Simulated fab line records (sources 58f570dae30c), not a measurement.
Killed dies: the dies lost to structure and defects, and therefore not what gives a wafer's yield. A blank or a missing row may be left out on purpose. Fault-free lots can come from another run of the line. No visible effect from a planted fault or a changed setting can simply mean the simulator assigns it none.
Comparing a struck lot with a sound one ; flow berkeley_cmos170 ; 14 out of 331 route steps
Sound: wafers L252.2, L252.4, L252.6. Wafers L240.4, L240.5, L240.6 were the ones struck. Last of all comes the cause.
Each step with rows lists, per side, the tool, then ch with its chambers, then its first start. Under that, the readings that differ: sound wafers ; struck wafers ; difference of the means ; sigmas: that difference in standard deviations of wafers without a fault.
alike: readings with means less than 2 such deviations apart, plus words and numbers identical on both sides. not compared: withheld readings, readings lacking a value on some wafer, bounds such as >300 that could conceal the same value, and numbers that have no deviation in the record and whose values overlap.
A row with sigmas, a row that says differs or no value, or rows on one side alone: a step with any of these is where the two part. When numbers do not overlap yet have no deviation, they are printed without sigmas and do not part them. Lack of a reading on every wafer of one side parts them only where that side has two or more wafers.

first, 1 step without rows for these wafers: UCB170_NVT_IMPLANT_07.
UCB170_NVT_STRIP_08: strips in O2.
  sound on plasma_asher-03 ch 0,1, day 10 01:41; struck on plasma_asher-03 ch 0,1, day 8 01:27
reading;sound;struck;difference;sigmas
strip_time_to_endpoint_s (s);21.80 21.78 21.74;21.59 21.66 21.59;-0.16;-3
  alike: chamber_pressure_mTorr, drypump_motor_current_A, o2_flow_sccm, oes_product_au
  not compared: rf_hours_counter_h
UCB170_NVT_TW_MEAS_09:
  sound on film_metro-02, day 10 01:47; struck on film_metro-02, day 8 01:33
  alike: NVT_TW
then, 7 steps without rows for these wafers: UCB170_NVT_CLEAN_10 (cleans in SPM, time 600 s); UCB170_PVT_HMDS_00 (prime time 60 s); UCB170_PVT_COAT_01 (resist thk 900 nm); UCB170_PVT_SOFTBAKE_02 (time 60 s); UCB170_PVT_EXPOSE_03 (exposes mask NWELL, target cd 3000 nm); UCB170_PVT_PEB_04; UCB170_PVT_DEVELOP_05 (develop time 45 s).
UCB170_PVT_OVL_MEAS_06:
  sound on overlay-01, day 10 06:46; struck on overlay-02, day 8 02:58
  alike: PVT_OVL
after that, 1 step had no rows for these wafers: UCB170_PVT_IMPLANT_07.
UCB170_PVT_STRIP_08: strips in O2.
  sound on plasma_asher-02 ch 0,1, day 10 06:57; struck on plasma_asher-03 ch 0,1, day 8 03:10
  no value came back on the struck wafers for any of 5 readings (chamber_pressure_mTorr (mTorr), drypump_motor_current_A (A) and others); on the sound wafers chamber_pressure_mTorr (mTorr) reads 3502 3498 3498
reading;sound;struck;difference;sigmas
model.KrF_of_PVT_COAT_01.thk_nm (nm);0 0 0;887.1 889 886.6;+887.6;
  not compared: rf_hours_counter_h
UCB170_PVT_TW_MEAS_09:
  sound on film_metro-02, day 10 07:04; struck on film_metro-02, day 8 03:16
  alike: PVT_TW

WHERE THEY PART
First at UCB170_NVT_STRIP_08; last, within this record, at UCB170_PVT_STRIP_08. Later steps at which nothing parts them and some readings are alike: UCB170_PVT_TW_MEAS_09.

WHY: what the simulator had put in
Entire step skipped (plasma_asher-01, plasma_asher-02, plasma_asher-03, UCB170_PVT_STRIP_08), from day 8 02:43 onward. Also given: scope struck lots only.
